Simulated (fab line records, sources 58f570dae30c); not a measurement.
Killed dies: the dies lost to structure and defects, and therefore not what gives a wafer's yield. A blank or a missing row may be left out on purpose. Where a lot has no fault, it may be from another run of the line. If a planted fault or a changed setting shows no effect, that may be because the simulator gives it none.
8D (eight disciplines) problem report, filled in by code ; flow berkeley_cmos170 ; the parts of the form that need people (team, actions taken, sign-off) are left out

== 1. THE PROBLEM ==
bias_w at UCB170_M3_ETCH_17 reads a mean of 103.2 W on 6 wafers of 2 lots; wafers without a fault read 100.1 W with a standard deviation of 0.33. That puts it +9.5 standard deviations away from the usual mean.
The step: etches BARC in N2/H2.
First observed at day 9 17:19: wafer L505.2, on rie_diel-03. Wafers with a number at this step in the record: 42, from 14 lots. Rule for "out", or "out of limits": more than 4 standard deviations from the usual mean. All remaining wafers that have a number are taken as sound.

== 2. WHAT IT IS, WHAT IT ISN'T ==
question;is;is not
which readings at this step;bias_w;drypump_motor_current_A, oes_product_au, throttle_valve_pct
which lots;L505, L514;L504, L506, L510, L517, L518, L519, L520, L522, L523, L524, L525, L527
which wafers of those lots;all that have a number;-
read on which tools;rie_diel-03;rie_diel-01, rie_diel-02
when;from day 9 17:19;"up to then (6 sound wafers); but 30 sound wafers of L510, L517, L518, L519, L520, L522, L523, L524, L525, L527 came after"

== 3. SUSPECTS, AND WHAT RULES EACH OUT ==
Counting: a tool at a process step up to the reading stays a suspect if it ran every lot that is out and no sound lot after the first of them.
- rie_diel-03 at UCB170_M3_ETCH_17 (etches BARC in N2/H2): ruled out as a lasting fault. Sound lots L524, L525, L527 ran on it after its first lot that is out, L505 (day 9 17:19).
Left after counting: nothing in the record.

== 4. THE CAUSE (what the simulator had put in) ==
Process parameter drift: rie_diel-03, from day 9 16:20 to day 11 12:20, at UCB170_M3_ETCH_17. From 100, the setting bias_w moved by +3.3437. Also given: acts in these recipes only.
Counting ruled it out, wrongly.

== 5. SEQUENCE OF EFFECTS, ordered by route ==
Each row: a reading where the mean over the struck wafers with a number is more than 3 standard deviations away from the usual. Readings are gone through only where the record gives a usual standard deviation; hours: the median, over the lots, of the time from a lot's start at the first step in this table giving one to that lot's start at this step; sigmas: the change measured in usual standard deviations.
hours;step;reading;usual;on struck wafers;change;sigmas
0;UCB170_M3_ETCH_17;bias_w;100.1 W;103.2;+3.1;+9.5
It contains these process steps:
- UCB170_M3_ETCH_17: etches BARC in N2/H2.
Later measuring or inspecting steps at which every struck wafer that the step has a row for has a number for every such reading, and none has moved that far: UCB170_M3_BOW_MEAS_20.

== 6. WHAT WOULD HAVE CAUGHT IT SOONER ==
In this record the first reading out of limits was taken at day 9 17:19, 1 hour after the fault began at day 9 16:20.
